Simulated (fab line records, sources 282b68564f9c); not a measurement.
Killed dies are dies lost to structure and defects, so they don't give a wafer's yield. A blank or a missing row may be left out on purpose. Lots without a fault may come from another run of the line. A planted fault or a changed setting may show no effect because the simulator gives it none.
fab line records | flow rit_cmos | part 2 of 2: steps 29 to 40 of 40
record lots=5 wafers=15 last_day=7
route steps=202 shown NRETRO@61 PRETRO@64 GATE@75 FOX2@80 REOX@98
lots that met no fault: from a run of the same line without faults
start_h: hours from the record's first day to the start of the lot's first wafer shown | wait_h: hours since the lot's step before | " the same as in the row above | L1.1+2: a row that stands for several wafers | - no value, or no start given | * or withheld: withheld | < > ~ a bound
route shown NAME@n: a module of which the file shows steps, and the number in the route of the first | usual: mean/standard deviation of fault-free wafers | same: alike in all rows | chamber/n: place in a boat | sites: the reading at each site | _std_site: their standard deviation | _edge_site: outer sites' mean less inner sites' | radius_mm: how far each site lies from the wafer's centre | mask NAME#n: copy n | behind: the tool/chamber that last shaped the wafer | hold: why the lot was held/for how many hours/how that ended | device: the transistor (n, p or np) that didn't switch | end of line: the same wafers' tests at the end of the route | a step without rows: its recipe alone | killed: dies lost to structure and defects at the first sort, not the wafer's yield | map: a wafer's dies, x killed, . not, _ none there
set.NAME: the setting as run; set.NAME@STEP: as run at that earlier step | model.NAME: the simulator's own value behind a step, which no gauge read
lots at some steps of the route; a table a step, a row a wafer
services: from which hour (start_h, from the record's first day; less than 0 if before it) a tool's chamber was out of use, for how many hours, and why
## steps
# step RIT_GATE_EXPOSE_13
# recipe mask_id=M6 na=0.6 source_shape=conventional sigma_outer=0.6 target_cd_nm=150 dose_mj=380
# usual focus_offset_nm=0.0/0.57
# same na=0.6 sigma_outer=0.6
# columns lot.wafer tool chamber start_h wait_h mask focus_offset_nm
L080.1 iline_stepper-01 0 73.60 0.1 M6#0 0.6
L080.3 " 0 " " M6#0 0.7
L080.5 " 0 " " M6#0 0.5
L082.1 iline_stepper-01 0 85.36 0.2 M6#0 -0.1
L082.2 " 0 " " M6#0 0.4
L082.6 " 0 " " M6#0 -0.5
L091.1 iline_stepper-01 0 124.69 0.1 M6#0 0.2
L091.2 " 0 " " M6#0 -0.8
L091.6 " 0 " " M6#0 -0.4
L093.4 iline_stepper-02 0 136.62 0.2 M6#0 -0.8
L093.5 " 0 " " M6#0 -0.2
L093.6 " 0 " " M6#0 -0.3
L095.2 iline_stepper-02 0 152.08 0.2 M6#0 0.2
L095.4 " 0 " " M6#0 -0.7
L095.6 " 0 " " M6#0 -0.4
# step RIT_GATE_PEB_14
# recipe resist=NOVOLAK temp_c=withheld time_s=withheld
# usual exhaust_pa=45.3/0.95
# columns lot.wafer tool chamber start_h wait_h exhaust_pa
L080.1 litho_track-03 0 73.72 0.1 45.7
L080.3 " 0 " " 44.3
L080.5 " 0 " " 45.4
L082.1 litho_track-02 0 85.71 0.3 45.4
L082.2 " 0 " " 44.1
L082.6 " 0 " " 45.2
L091.1 litho_track-02 0 124.81 0.1 44.3
L091.2 " 0 " " 46.8
L091.6 " 0 " " 46.0
L093.4 litho_track-03 0 136.75 0.1 45.7
L093.5 " 0 " " 44.7
L093.6 " 0 " " 44.0
L095.2 litho_track-03 0 152.20 0.1 46.0
L095.4 " 0 " " 46.1
L095.6 " 0 " " 45.2
# step RIT_GATE_DEVELOP_15
# recipe resist=NOVOLAK develop_time_s=50 dev_temp_c=23
# usual developer_temp_C=23.02/0.097 exhaust_pa=45.1/0.92
# columns lot.wafer tool chamber start_h wait_h developer_temp_C exhaust_pa
L080.1 litho_track-03 0 - - 23.02 45.3
L080.3 " 0 " " 23.08 44.4
L080.5 " 0 " " 23.12 44.4
L082.1 litho_track-02 0 - - 22.90 45.7
L082.2 " 0 " " 23.01 44.3
L082.6 " 0 " " 23.07 44.4
L091.1 litho_track-02 0 - - 23.01 45.3
L091.2 " 0 " " 23.14 44.1
L091.6 " 0 " " 23.16 43.2
L093.4 litho_track-03 0 - - 23.15 45.2
L093.5 " 0 " " 23.16 45.1
L093.6 " 0 " " 23.06 46.1
L095.2 litho_track-03 0 - - 22.76 45.4
L095.4 " 0 " " 23.00 45.2
L095.6 " 0 " " 22.88 44.8
# step RIT_GATE_CD_MEAS_16
# recipe target_cd_nm=150
# usual cd_nm=151.1/2.5
# columns lot.wafer tool chamber start_h wait_h cd_nm
L080.1 cd_sem-02 - 74.00 - 149.7
L080.3 " - " " 148.6
L080.5 " - " " 147.6
L082.1 cd_sem-01 - 85.99 - 153.0
L082.2 " - " " 155.3
L082.6 " - " " 153.9
L091.1 cd_sem-02 - 125.09 - 147.4
L091.2 " - " " 148.3
L091.6 " - " " 147.3
L093.4 cd_sem-02 - 137.10 - 153.5
L093.5 " - " " 152.8
L093.6 " - " " 152.2
L095.2 cd_sem-01 - 152.48 - 152.2
L095.4 " - " " 152.7
L095.6 " - " " 152.6
# step RIT_GATE_OVL_MEAS_17
# usual GATE_OVL=0.6/1.2
# columns lot.wafer tool chamber start_h wait_h GATE_OVL[nm]
L080.1 overlay-02 - 74.12 0.1 -0.1
L080.3 " - " " 0.8
L080.5 " - " " -0.4
L082.1 overlay-01 - 86.11 0.1 2.5
L082.2 " - " " 1.1
L082.6 " - " " 0.5
L091.1 overlay-02 - 125.21 0.1 -1.4
L091.2 " - " " -1.3
L091.6 " - " " -2.1
L093.4 overlay-02 - 137.17 0.1 1.2
L093.5 " - " " 0.2
L093.6 " - " " 1.2
L095.2 overlay-02 - 152.59 0.1 2.3
L095.4 " - " " 2.1
L095.6 " - " " 1.2
# step RIT_GATE_HARDBAKE_18
# recipe resist=NOVOLAK temp_c=140 time_s=60
# usual exhaust_pa=45.2/0.9
# columns lot.wafer tool chamber start_h wait_h exhaust_pa
L080.1 litho_track-03 0 74.16 0.0 44.6
L080.3 " 0 " " 44.4
L080.5 " 0 " " 44.7
L082.1 litho_track-03 0 86.19 0.1 44.5
L082.2 " 0 " " 45.2
L082.6 " 0 " " 45.2
L091.1 litho_track-01 0 125.25 0.0 44.4
L091.2 " 0 " " 44.6
L091.6 " 0 " " 45.1
L093.4 litho_track-01 0 137.27 0.1 44.7
L093.5 " 0 " " 44.8
L093.6 " 0 " " 44.3
L095.2 litho_track-02 0 152.64 0.0 46.1
L095.4 " 0 " " 45.3
L095.6 " 0 " " 46.2
# step RIT_GATE_ETCH_19
# recipe chemistry=SF6/CHF3/O2 time_s=165 SF6_flow_sccm=30 CHF3_flow_sccm=30 O2_flow_sccm=5 target=poly-Si pressure_mtorr=40 rf_w=160 target_depth_a=3125 over_etch_frac=0.25 stop_on=SiO2
# usual drypump_motor_current_A=5.9/0.64 oes_product_au=0.847/0.015 throttle_valve_pct=10.27/0.16
# columns lot.wafer tool chamber start_h wait_h drypump_motor_current_A oes_product_au rf_hours_counter_h throttle_valve_pct
L080.1 rie_si-02 3 74.31 0.1 6.4 0.851 2 10.25
L080.3 " 0 " " 5.2 0.852 37 10.33
L080.5 " 0 " " 5.2 0.842 - 10.33
L082.1 rie_si-02 1 86.34 0.1 5.8 0.857 51 10.53
L082.2 " 0 " " 5.2 0.848 37 10.34
L082.6 " 2 " " 4.8 0.864 - 10.25
L091.1 rie_si-01 0 125.40 0.1 6.3 0.814 2 10.22
L091.2 " 2 " " 6.2 0.864 108 10.01
L091.6 " 3 " " 6.9 0.828 - 10.43
L093.4 rie_si-01 0 137.34 0.1 6.3 0.821 2 10.25
L093.5 " 1 " " 5.5 0.851 - 10.12
L093.6 " 2 " " 6.2 0.855 - 10.00
L095.2 rie_si-01 0 152.77 0.1 6.2 0.826 2 10.21
L095.4 " 1 " " 5.5 0.853 29 10.12
L095.6 " 2 " " 6.2 0.851 - 10.00
# step RIT_GATE_STRIP_20
# recipe chemistry=O2 time_s=180 resist=NOVOLAK platen_temp_c=withheld power_w=500 pressure_mtorr=4000 o2_flow_sccm=4000
# usual drypump_motor_current_A=5.8/0.31
# columns lot.wafer tool chamber start_h wait_h drypump_motor_current_A rf_hours_counter_h
L080.1 plasma_asher-03 1 74.42 0.1 5.3 29
L080.3 " 1 " " 5.3 -
L080.5 " 1 " " 5.3 -
L082.1 plasma_asher-03 1 86.45 0.1 5.3 30
L082.2 " 0 " " 6.0 30
L082.6 " 0 " " 6.0 -
L091.1 plasma_asher-01 1 125.51 0.1 5.6 1
L091.2 " 0 " " 6.0 1
L091.6 " 0 " " 6.0 -
L093.4 plasma_asher-01 0 137.51 0.1 6.0 -
L093.5 " 0 " " 6.0 -
L093.6 " 1 " " 5.6 -
L095.2 plasma_asher-03 1 152.88 0.1 5.3 37
L095.4 " 0 " " 6.0 -
L095.6 " 0 " " 6.0 -
# step RIT_GATE_CD_MEAS_90
# recipe target_cd_nm=150
# usual cd_nm=151.1/2.5
# columns lot.wafer tool chamber start_h wait_h cd_nm
L080.1 cd_sem-02 - 74.59 0.1 149.7
L080.3 " - " " 148.9
L080.5 " - " " 147.5
L082.1 cd_sem-01 - 86.62 0.1 153.0
L082.2 " - " " 155.0
L082.6 " - " " 154.1
L091.1 cd_sem-02 - 125.68 0.1 147.4
L091.2 " - " " 148.3
L091.6 " - " " 147.3
L093.4 cd_sem-02 - 137.77 0.2 153.8
L093.5 " - " " 152.9
L093.6 " - " " 152.0
L095.2 cd_sem-02 - 153.07 0.1 152.0
L095.4 " - " " 153.0
L095.6 " - " " 152.3
# step RIT_REOX_CLEAN_00
# recipe chemistry=SC1 mix=3:3:50 time_s=600 temp_c=75
# columns lot.wafer tool chamber start_h wait_h
L080.1+3+5 wet_bench-03 2 74.71 0.1
L082.1+2+6 wet_bench-02 2 86.74 0.1
L091.1+2+6 wet_bench-04 1 125.80 0.1
L093.4+5+6 wet_bench-03 0 137.83 0.0
L095.2+4+6 wet_bench-03 2 153.17 0.1
# step RIT_REOX_CLEAN_01
# recipe chemistry=dHF dilution=50:1 time_s=30
# columns lot.wafer tool chamber start_h wait_h
L080.1+3+5 wet_bench-02 2 74.89 0.0
L082.1+2+6 wet_bench-03 1 87.01 0.1
L091.1+2+6 wet_bench-03 2 125.98 0.0
L093.4+5+6 wet_bench-04 1 138.04 0.0
L095.2+4+6 wet_bench-04 1 153.36 0.0
# step RIT_REOX_CLEAN_02
# recipe chemistry=SC2 mix=3:3:50 time_s=600 temp_c=75 dry=n2_spin
# columns lot.wafer tool chamber start_h wait_h
L080.1+3+5 wet_bench-04 3 74.91 0.0
L082.1+2+6 wet_bench-03 3 87.04 0.0
L091.1+2+6 wet_bench-04 3 126.00 0.0
L093.4+5+6 wet_bench-03 3 138.06 0.0
L095.2+4+6 wet_bench-02 2 153.39 0.0
## services
# columns tool chamber start_h hours kind
plasma_asher-01 - 43.43 1.2 repair
plasma_asher-04 - 49.04 2.8 pm
implanter-02 - 65.25 1.1 repair
iline_stepper-01 - 77.36 6.5 repair
plasma_asher-04 - 85.90 2.0 repair
plasma_asher-04 - 89.52 2.1 repair
iline_stepper-01 0 99.70 - calibration
iline_stepper-01 - 107.67 1.7 pm
plasma_asher-01 - 108.75 9.0 pm
plasma_asher-01 0 108.75 9.0 vent_cycle
plasma_asher-01 1 108.75 9.0 vent_cycle
implanter-01 - 111.06 7.1 pm
implanter-03 - 114.12 2.9 pm
plasma_asher-01 0 117.75 - clean
plasma_asher-01 1 117.75 - clean
furnace-04 - 124.44 4.2 pm
lpcvd-01 - 127.38 1.0 repair
furnace-04 - 136.92 18.3 pm
implanter-02 - 146.01 7.7 repair
implanter-01 - 146.34 4.8 pm
implanter-02 - 146.70 2.6 repair
iline_stepper-02 - 147.81 1.7 pm
